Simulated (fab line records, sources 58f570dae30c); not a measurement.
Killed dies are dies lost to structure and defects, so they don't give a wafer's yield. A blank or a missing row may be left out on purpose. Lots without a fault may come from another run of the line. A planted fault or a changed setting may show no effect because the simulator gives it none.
Which tool did it? | flow berkeley_cmos170 | 15 lots, 45 wafers sampled, at 2 steps of a route of 331

WHAT THE GAUGES READ, wafer by wafer
UCB170_NWELL_THK_MEAS_05.
lot  | measured    | on            | NWELL_NITRIDE_THK (nm)
L278 | day 2 05:25 | film_metro-01 | 226.3 226.7 225.8
L279 | day 2 12:51 | film_metro-04 | 226.6 229.3 228.8
L280 | day 3 00:21 | film_metro-03 | 226.2 224.8 227.4
L281 | day 3 00:22 | film_metro-04 | 227.8 228.4 226.3
L282 | day 3 07:34 | film_metro-04 | 225.2 223.9 225.0
L283 | day 3 13:11 | film_metro-04 | 224.5 226.8 224.7
L287 | day 4 07:04 | film_metro-01 | 219.8 220.1 218.5
L288 | day 4 14:49 | film_metro-03 | 225.5 224.3 224.1
L289 | day 4 14:53 | film_metro-03 | 223.0 222.6 220.3
L290 | day 4 22:43 | film_metro-03 | 218.3 220.6 218.4
L291 | day 5 06:23 | film_metro-04 | 296.6 295.1 296.7
L292 | day 5 06:22 | film_metro-01 | 294.5 295.0 296.8
L293 | day 5 13:23 | film_metro-03 | 225.0 223.3 223.3
L294 | day 5 17:52 | film_metro-03 | 299.3 296.9 297.1
L298 | day 6 17:20 | film_metro-01 | 223.8 222.7 223.6

WHICH TOOL RAN EACH LOT (tool, then ch and the chambers of the sampled wafers, then the start)
lot  | UCB170_NWELL_CVD_04
L278 | lpcvd-01 ch 0, day 2 03:28
L279 | lpcvd-01 ch 1, day 2 10:54
L280 | lpcvd-01 ch 1, day 2 22:25
L281 | lpcvd-01 ch 0, day 2 22:25
L282 | lpcvd-01 ch 1, day 3 05:38
L283 | lpcvd-01 ch 0, day 3 11:15
L287 | lpcvd-01 ch 0, day 4 05:08
L288 | lpcvd-01 ch 1, day 4 12:52
L289 | lpcvd-01 ch 0, day 4 12:52
L290 | lpcvd-01 ch 0, day 4 20:46
L291 | lpcvd-01 ch 0, day 5 03:28
L292 | lpcvd-01 ch 0, day 5 03:28
L293 | lpcvd-02 ch 0, day 5 10:29
L294 | lpcvd-01 ch 0, day 5 15:55
L298 | lpcvd-02 ch 0, day 6 14:26
- UCB170_NWELL_CVD_04: deposits Si3N4 from SiH2Cl2/NH3, target thk 224 nm, time 3360 s.

WHAT THE TOOLS THEMSELVES READ (means of the sampled wafers that have a number; where no wafer has one, the mark that the record gives instead)
The record holds no such reading with a usual standard deviation.

THE ANSWER, worked out from the rows above alone
Rule: what is usual is taken from the lots themselves. Put in order of their means at a reading, lots are off if they are a third of the lots or fewer, leave a main group of 4 or more, and stand apart from it by a gap of 3 or more times the standard deviation of the main group's means; of several such gaps the widest counts. A main group whose means are all the same, to the digits that the tables above print for the reading, isn't used. A lot without any number at a reading at which 4 lots or more have one is off too. The other lots that the step has rows for count as sound. The gauges are gone through in route order, then the tools' own readings, and for those a lot's mean is taken as printed above. The first step at which some lot is off is used, and at that step the reading that is off furthest; a lot without a number counts as furthest.
Off: L291, L292, L294, at UCB170_NWELL_THK_MEAS_05 (NWELL_NITRIDE_THK). The main group: mean 224.2 nm, standard deviation 2.8.
A tool fits if, at a process step before that reading, it ran every lot that is off, and no sound lot after the first of them. The gauges at UCB170_NWELL_THK_MEAS_05 are tried like those tools. One fits: lpcvd-01 at UCB170_NWELL_CVD_04. Its last sound lot is L290 (day 4 20:46), its first lot that is off L291 (day 5 03:28): a fault that began between those two fits.

WHAT THE SIMULATOR HAD PUT IN
Process parameter drift: lpcvd-01, from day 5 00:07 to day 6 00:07, at UCB170_NWELL_CVD_04. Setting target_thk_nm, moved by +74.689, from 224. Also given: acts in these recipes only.
Lots struck among those shown: L292, L291, L294. The rule above found the same.
